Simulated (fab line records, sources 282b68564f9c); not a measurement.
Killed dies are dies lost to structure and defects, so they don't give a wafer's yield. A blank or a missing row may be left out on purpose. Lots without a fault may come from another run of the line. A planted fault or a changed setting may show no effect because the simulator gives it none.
Which tool did it? | flow rit_cmos | 7 lots, 21 wafers sampled, at 2 steps of a route of 202

WHAT THE GAUGES READ, wafer by wafer
RIT_PSD_TW_MEAS_10.
lot  | measured    | on            | PSD_TW
L783 | day 3 08:13 | film_metro-04 | 3396 3415 3403
L787 | day 4 01:24 | film_metro-01 | 3427 3435 3421
L791 | day 5 00:53 | film_metro-04 | 3120 3136 3125
L793 | day 5 18:16 | film_metro-01 | 3150 3132 3115
L795 | day 5 22:09 | film_metro-03 | 3358 3356 3373
L799 | day 6 19:09 | film_metro-03 | 3366 3367 3383
L804 | day 7 15:40 | film_metro-03 | 3388 3390 3385

WHICH TOOL RAN EACH LOT (tool, then ch and the chambers of the sampled wafers, then the start)
lot  | RIT_PSD_IMPLANT_08
L783 | implanter-03 ch 0, day 3 07:54
L787 | implanter-02 ch 0, day 4 01:06
L791 | implanter-02 ch 0, day 5 00:34
L793 | implanter-02 ch 0, day 5 17:56
L795 | implanter-03 ch 0, day 5 21:50
L799 | implanter-04 ch 0, day 6 18:50
L804 | implanter-04 ch 0, day 7 15:21
- RIT_PSD_IMPLANT_08

THE ANSWER, worked out from the rows above alone
Rule: what is usual is taken from the lots themselves. Put in order of their means at a reading, lots are off if they are a third of the lots or fewer, leave a main group of 4 or more, and stand apart from it by a gap of 3 or more times the standard deviation of the main group's means; of several such gaps the widest counts. A main group whose means are all the same, to the digits that the tables above print for the reading, isn't used. A lot without any number at a reading at which 4 lots or more have one is off too. The other lots that the step has rows for count as sound.
Off: L791, L793, at RIT_PSD_TW_MEAS_10 (PSD_TW). The main group: mean 3391, standard deviation 23.
A tool fits if, at a process step before that reading, it ran every lot that is off, and no sound lot after the first of them. The gauges at RIT_PSD_TW_MEAS_10 are tried like those tools. One fits: implanter-02 at RIT_PSD_IMPLANT_08. Its last sound lot is L787 (day 4 01:06), its first lot that is off L791 (day 5 00:34): a fault that began between those two fits.

WHAT THE SIMULATOR HAD PUT IN
Process parameter drift: implanter-02, from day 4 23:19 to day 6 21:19, at RIT_PSD_IMPLANT_08. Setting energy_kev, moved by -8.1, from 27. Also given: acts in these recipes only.
Lots struck among those shown: L791, L793. The rule above found the same.
